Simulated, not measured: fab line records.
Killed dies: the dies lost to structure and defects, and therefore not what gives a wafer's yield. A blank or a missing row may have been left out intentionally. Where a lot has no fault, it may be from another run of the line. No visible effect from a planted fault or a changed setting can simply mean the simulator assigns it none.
Which tool did it? | flow berkeley_cmos170 | Sampling: 13 lots, 39 wafers, 4 of 331 route steps

WHAT THE GAUGES SHOWED, per wafer
UCB170_PWELL_TW_MEAS_17.
lot  | measured    | on            | PWELL_TW
L775 | day 3 07:39 | film_metro-02 | 380 382 378
L776 | day 3 09:11 | film_metro-04 | 374 372 372
L778 | day 3 16:07 | film_metro-02 | 381 381 382
L777 | day 3 16:08 | film_metro-01 | 380 380 380
L779 | day 3 16:23 | film_metro-02 | 383 380 381
L781 | day 4 10:02 | film_metro-01 | 381 381 382
L783 | day 4 19:13 | film_metro-01 | 381 381 379
L787 | day 5 10:47 | film_metro-02 | 382 383 384
L789 | day 5 15:29 | film_metro-01 | 378 378 378
L792 | day 6 14:55 | film_metro-04 | 374 376 373
L794 | day 7 00:18 | film_metro-02 | 384 386 385
L795 | day 7 15:55 | film_metro-04 | 377 376 374
L798 | day 7 22:17 | film_metro-02 | 387 385 384

UCB170_SDANNEAL_RS_MEAS_05: a four-point-probe measurement.
lot  | measured     | on            | NLDD_RS (ohm/sq)
L775 | day 7 06:27  | film_metro-03 | 614.8 615.5 615.2
L776 | day 7 06:15  | film_metro-01 | 614.5 615.3 615.2
L778 | day 7 13:34  | film_metro-02 | 615.9 615.5 614.2
L777 | day 7 13:17  | film_metro-03 | 614.0 615.0 615.9
L779 | day 7 13:16  | film_metro-01 | 615.8 617.3 616.0
L781 | day 7 15:25  | film_metro-01 | 615.5 617.0 617.7
L783 | day 8 15:38  | film_metro-01 | 622.0 621.7 622.4
L787 | day 9 19:02  | film_metro-02 | 621.0 620.8 621.1
L789 | day 9 09:43  | film_metro-03 | 615.1 615.5 615.2
L792 | day 10 09:02 | film_metro-02 | 616.4 614.3 615.5
L794 | day 11 02:19 | film_metro-02 | 615.0 618.7 617.2
L795 | day 11 15:34 | film_metro-01 | 615.8 616.0 615.6
L798 | day 11 15:07 | film_metro-02 | 613.2 613.7 615.2

WHAT TOOL EACH LOT RAN ON (gives the tool, then ch and the chambers of the sampled wafers, and finally the start)
lot  | UCB170_GATE_ETCH_14               | UCB170_NLDD_IMPLANT_08
L775 | rie_diel-02 ch 0,1,2, day 6 15:38 | implanter-04 ch 0, day 6 19:51
L776 | rie_diel-04 ch 0,1,3, day 6 15:22 | implanter-03 ch 0, day 6 18:52
L778 | rie_diel-02 ch 0,1, day 6 22:02   | implanter-01 ch 0, day 7 02:56
L777 | rie_diel-01 ch 0,2,3, day 6 21:46 | implanter-03 ch 0, day 7 02:41
L779 | rie_diel-02 ch 0,2, day 6 21:29   | implanter-01 ch 0, day 7 02:29
L781 | rie_diel-04 ch 1,2,3, day 7 01:30 | implanter-04 ch 0, day 7 05:07
L783 | rie_diel-02 ch 0,1,2, day 8 00:14 | implanter-03 ch 0, day 8 04:13
L787 | rie_diel-04 ch 1,2,3, day 9 02:53 | implanter-03 ch 0, day 9 08:21
L789 | rie_diel-02 ch 0,1, day 8 14:48   | implanter-01 ch 0, day 8 18:02
L792 | rie_diel-02 ch 1,2,3, day 9 18:35 | implanter-01 ch 0, day 9 21:58
L794 | rie_diel-04 ch 1,3, day 10 08:36  | implanter-04 ch 0, day 10 12:17
L795 | rie_diel-02 ch 1,2, day 11 00:53  | implanter-04 ch 0, day 11 06:41
L798 | rie_diel-04 ch 1,2, day 11 00:37  | implanter-04 ch 0, day 11 05:41
- UCB170_GATE_ETCH_14: etches BARC in N2/H2.
- UCB170_NLDD_IMPLANT_08

AS READ BY THE TOOLS THEMSELVES (means over the sampled wafers that have a number; for cases with no such wafer, the mark the record gives instead)
UCB170_GATE_ETCH_14.
lot  | tool        | chamber_pressure_mTorr (mTorr) | drypump_motor_current_A (A) | n2_flow_sccm (sccm) | oes_product_au (a.u.) | throttle_valve_pct (%)
L775 | rie_diel-02 | 29.988                         | 5.6                         | 99.9                | 1.016                 | 13.29
L776 | rie_diel-04 | 30.020                         | 6.5                         | 100.0               | 1.018                 | 13.18
L778 | rie_diel-02 | 30.003                         | 5.6                         | 99.8                | 1.022                 | 13.03
L777 | rie_diel-01 | 29.996                         | 5.8                         | 99.8                | 1.012                 | 13.30
L779 | rie_diel-02 | 30.020                         | 5.6                         | 100.1               | 1.008                 | 13.36
L781 | rie_diel-04 | 29.994                         | 6.1                         | 99.9                | 1.006                 | 13.23
L783 | rie_diel-02 | 29.996                         | 5.6                         | 100.3               | 1.010                 | 13.30
L787 | rie_diel-04 | 30.015                         | 6.1                         | 100.0               | 1.011                 | 13.20
L789 | rie_diel-02 | 29.981                         | 5.6                         | 99.9                | 1.021                 | 13.03
L792 | rie_diel-02 | 30.002                         | 5.8                         | 100.1               | 0.996                 | 13.22
L794 | rie_diel-04 | 30.006                         | 6.6                         | 99.9                | 0.995                 | 13.13
L795 | rie_diel-02 | 29.997                         | 5.5                         | 99.9                | 1.007                 | 13.48
L798 | rie_diel-04 | 30.003                         | 6.1                         | 100.2               | 0.996                 | 13.29

UCB170_NLDD_IMPLANT_08.
lot  | tool         | beam_energy_keV | beam_on_s (s) | dose_ions_cm2 | end_station_pressure_torr (Torr)
L775 | implanter-04 | 30.002          | 9.92          | 5e+13         | 5.18e-06
L776 | implanter-03 | 30.003          | 10.15         | 5e+13         | 5.24e-06
L778 | implanter-01 | 30.008          | 10.16         | 5e+13         | 5.10e-06
L777 | implanter-03 | 30.005          | 10.05         | 5e+13         | 5.08e-06
L779 | implanter-01 | 30.004          | 9.97          | 5e+13         | 5.00e-06
L781 | implanter-04 | 29.995          | 10.11         | 5e+13         | 5.25e-06
L783 | implanter-03 | 29.995          | 9.92          | 5e+13         | 4.82e-06
L787 | implanter-03 | 29.994          | 10.03         | 5e+13         | 5.15e-06
L789 | implanter-01 | 30.004          | 9.98          | 5e+13         | 5.05e-06
L792 | implanter-01 | 30.013          | 9.86          | 5e+13         | 5.21e-06
L794 | implanter-04 | 29.994          | 9.84          | 5e+13         | 4.98e-06
L795 | implanter-04 | 30.002          | 10.05         | 5e+13         | 4.89e-06
L798 | implanter-04 | 29.989          | 10.05         | 5e+13         | 5.27e-06

THE ANSWER, worked out from the rows above alone
Rule: the usual values come from the lots themselves. Put in order of their means at a reading, lots are off if they are a third of the lots or fewer, leave a main group of 4 or more, and stand apart from it by a gap of 3 or more times the standard deviation of the main group's means; of several such gaps the widest counts. The tables above print the reading to a certain number of digits; a main group whose means all agree to those digits is not used. Also off: a lot with no number at a reading for which 4 or more lots have one. All remaining lots with rows at the step are treated as sound. The gauges are gone through in route order, then the tools' own readings, and for those a lot's mean is taken as printed above. The first step at which some lot is off is used, and at that step the reading that is off furthest; a lot without a number counts as furthest.
Off: at UCB170_SDANNEAL_RS_MEAS_05 (NLDD_RS), L783, L787. The main group: mean 615.5 ohm/sq, standard deviation 0.82.
A tool fits if, at a process step before that reading, it ran every lot that is off, and no sound lot after the first of them. Those tools and the gauges at UCB170_SDANNEAL_RS_MEAS_05 are tried in the same way. One candidate fits, namely implanter-03 at UCB170_NLDD_IMPLANT_08. A fault onset in the window from L777 (day 7 02:41, its last sound lot) to L783 (day 8 04:13, its first lot off) fits.

WHAT WAS PUT IN BY THE SIMULATOR
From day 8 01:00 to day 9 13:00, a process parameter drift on implanter-03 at UCB170_NLDD_IMPLANT_08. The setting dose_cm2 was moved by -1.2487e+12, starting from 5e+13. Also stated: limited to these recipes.
Struck lots among those shown: L783, L787. Same finding as the rule above.
